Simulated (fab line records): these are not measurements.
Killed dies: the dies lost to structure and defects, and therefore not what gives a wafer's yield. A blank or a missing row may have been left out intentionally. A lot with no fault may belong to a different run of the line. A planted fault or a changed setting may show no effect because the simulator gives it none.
Split-lot study :: flow berkeley_cmos170 :: 23 wafers read across 5 lots, on a route 331 steps long

THE SPLIT
At UCB170_V1_PEB_10, the setting peb_temp_c was moved away from the recipe's 130 C on 10 of the 23 wafers read, by -2.5% to +1.3%. All remaining wafers had this setting at the recipe value.

FROM THE SPLIT TO THE READING: what the file shows between them, 4 steps
- UCB170_V1_DEVELOP_11: develop time 45 s
- UCB170_V1_CD_MEAS_12: target cd 700 nm
- UCB170_V1_ETCH_14: etches SiO2 in CHF3/CF4/Ar, stops on Al, target depth 1250 nm, time 291 s
- UCB170_V1_STRIP_15: strips in O2

THE READING
cd_nm, in nm, at UCB170_V1_CD_MEAS_90 (target cd 700 nm). Fault-free wafers of this fab line usually give 700.1 nm, standard deviation 1.3 nm.

wafer: L074.1
tool, chamber at the split: litho_track-02, 0
peb_temp_c as run, C: 130
against the recipe: recipe
cd_nm, nm: 701.3
against lot-mates on the recipe: -

wafer: L074.2
tool, chamber at the split: litho_track-02, 0
peb_temp_c as run, C: 130
against the recipe: recipe
cd_nm, nm: 700.0
against lot-mates on the recipe: -

wafer: L074.3
tool, chamber at the split: litho_track-02, 0
peb_temp_c as run, C: 130
against the recipe: recipe
cd_nm, nm: 701.3
against lot-mates on the recipe: -

wafer: L074.4
tool, chamber at the split: litho_track-02, 0
peb_temp_c as run, C: 131.7
against the recipe: +1.3%
cd_nm, nm: 709.4
against lot-mates on the recipe: +8.5

wafer: L074.5
tool, chamber at the split: litho_track-02, 0
peb_temp_c as run, C: 131.7
against the recipe: +1.3%
cd_nm, nm: 709.8
against lot-mates on the recipe: +8.9

wafer: L077.1
tool, chamber at the split: litho_track-02, 0
peb_temp_c as run, C: 130
against the recipe: recipe
cd_nm, nm: 699.5
against lot-mates on the recipe: -

wafer: L077.2
tool, chamber at the split: litho_track-02, 0
peb_temp_c as run, C: 130
against the recipe: recipe
cd_nm, nm: 699.2
against lot-mates on the recipe: -

wafer: L077.3
tool, chamber at the split: litho_track-02, 0
peb_temp_c as run, C: 131.2
against the recipe: +0.9%
cd_nm, nm: 708.4
against lot-mates on the recipe: +8.6

wafer: L077.4
tool, chamber at the split: litho_track-02, 0
peb_temp_c as run, C: 131.2
against the recipe: +0.9%
cd_nm, nm: 707.1
against lot-mates on the recipe: +7.3

wafer: L077.5
tool, chamber at the split: litho_track-02, 0
peb_temp_c as run, C: 130
against the recipe: recipe
cd_nm, nm: 700.6
against lot-mates on the recipe: -

wafer: L079.2
tool, chamber at the split: litho_track-04, 0
peb_temp_c as run, C: 130
against the recipe: recipe
cd_nm, nm: 700.1
against lot-mates on the recipe: -

wafer: L079.4
tool, chamber at the split: litho_track-04, 0
peb_temp_c as run, C: 130
against the recipe: recipe
cd_nm, nm: 701.0
against lot-mates on the recipe: -

wafer: L079.5
tool, chamber at the split: litho_track-04, 0
peb_temp_c as run, C: 130
against the recipe: recipe
cd_nm, nm: 699.5
against lot-mates on the recipe: -

wafer: L078.2
tool, chamber at the split: litho_track-04, 0
peb_temp_c as run, C: 131.1
against the recipe: +0.8%
cd_nm, nm: 707.0
against lot-mates on the recipe: +6.5

wafer: L078.3
tool, chamber at the split: litho_track-04, 0
peb_temp_c as run, C: 131.1
against the recipe: +0.8%
cd_nm, nm: 707.6
against lot-mates on the recipe: +7.1

wafer: L078.4
tool, chamber at the split: litho_track-04, 0
peb_temp_c as run, C: 130
against the recipe: recipe
cd_nm, nm: 700.6
against lot-mates on the recipe: -

wafer: L078.5
tool, chamber at the split: litho_track-04, 0
peb_temp_c as run, C: 130
against the recipe: recipe
cd_nm, nm: 700.4
against lot-mates on the recipe: -

wafer: L078.6
tool, chamber at the split: litho_track-04, 0
peb_temp_c as run, C: 131.1
against the recipe: +0.8%
cd_nm, nm: 705.5
against lot-mates on the recipe: +5.0

wafer: L083.1
tool, chamber at the split: litho_track-02, 0
peb_temp_c as run, C: 126.8
against the recipe: -2.5%
cd_nm, nm: 676.5
against lot-mates on the recipe: -23.1

wafer: L083.2
tool, chamber at the split: litho_track-02, 0
peb_temp_c as run, C: 126.8
against the recipe: -2.5%
cd_nm, nm: 677.3
against lot-mates on the recipe: -22.3

wafer: L083.3
tool, chamber at the split: litho_track-02, 0
peb_temp_c as run, C: 130
against the recipe: recipe
cd_nm, nm: 700.5
against lot-mates on the recipe: -

wafer: L083.4
tool, chamber at the split: litho_track-02, 0
peb_temp_c as run, C: 130
against the recipe: recipe
cd_nm, nm: 698.7
against lot-mates on the recipe: -

wafer: L083.6
tool, chamber at the split: litho_track-02, 0
peb_temp_c as run, C: 126.8
against the recipe: -2.5%
cd_nm, nm: 675.1
against lot-mates on the recipe: -24.5

FIT RESULTS
A straight line over all 23 wafers: cd_nm changes by +9.09 nm for each +1% of peb_temp_c; r = +0.99; the points scatter about the line by 1.2 nm.
The same after taking each lot's own level away (the mean of its wafers on the recipe; 23 wafers): +8.85 nm for each +1%; r = +0.99; scatter 1.2 nm.
That fit puts the effect of the largest move of peb_temp_c on the reading at 22 nm.
Measured against the standard deviation above, the lots' own levels, which go from 699.60 to 700.87 nm, span 1.0 times it.
The two slopes are in agreement: the lot-to-lot level therefore moves the slope only a little.
Check: with one of the wafers moved furthest among these (-2.5%) left out of the fit, the line predicts -22.1 nm for it against its lot-mates. Against them it came out at -23.1 nm.

THESE WAFERS: OTHER SPLITS
These wafers also went through other splits before the reading. Each is held against what the fit with the lots' levels taken away leaves over:
other split on the same wafers: UCB170_NSD_PEB_04 peb_temp_c
wafers away from the commonest value: 6
r with cd_nm (lot level and that fit taken away): +0.16

other split on the same wafers: UCB170_SILICIDE_SPUTTER_01 time_s
wafers away from the commonest value: 4
r with cd_nm (lot level and that fit taken away): -0.16

other split on the same wafers: UCB170_CONTACT_PEB_13 peb_temp_c
wafers away from the commonest value: 7
r with cd_nm (lot level and that fit taken away): +0.15

other split on the same wafers: UCB170_V1_CVD_00 time_s
wafers away from the commonest value: 9
r with cd_nm (lot level and that fit taken away): +0.02

THE WHOLE CHAIN: every reading that the file lists as answering this split, in the file's order
step: UCB170_V1_CD_MEAS_12
what it does: target cd 700 nm
reading: cd_nm
change (the file's fit): +9.12 nm for each +1% of the setting
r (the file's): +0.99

step: UCB170_V1_ETCH_14
what it does: etches SiO2 in CHF3/CF4/Ar, stops on Al, target depth 1250 nm, time 291 s
reading: V1.cd_nm (the simulator's own value, which no gauge read)
change (the file's fit): +8.82 nm for each +1% of the setting
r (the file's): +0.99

step: UCB170_V1_CD_MEAS_90
what it does: target cd 700 nm
reading: cd_nm
change (the file's fit): +8.73 nm for each +1% of the setting
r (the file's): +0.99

FILE'S OWN FIT
cd_nm changes by +8.73 nm for each +1% of peb_temp_c, r = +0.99.
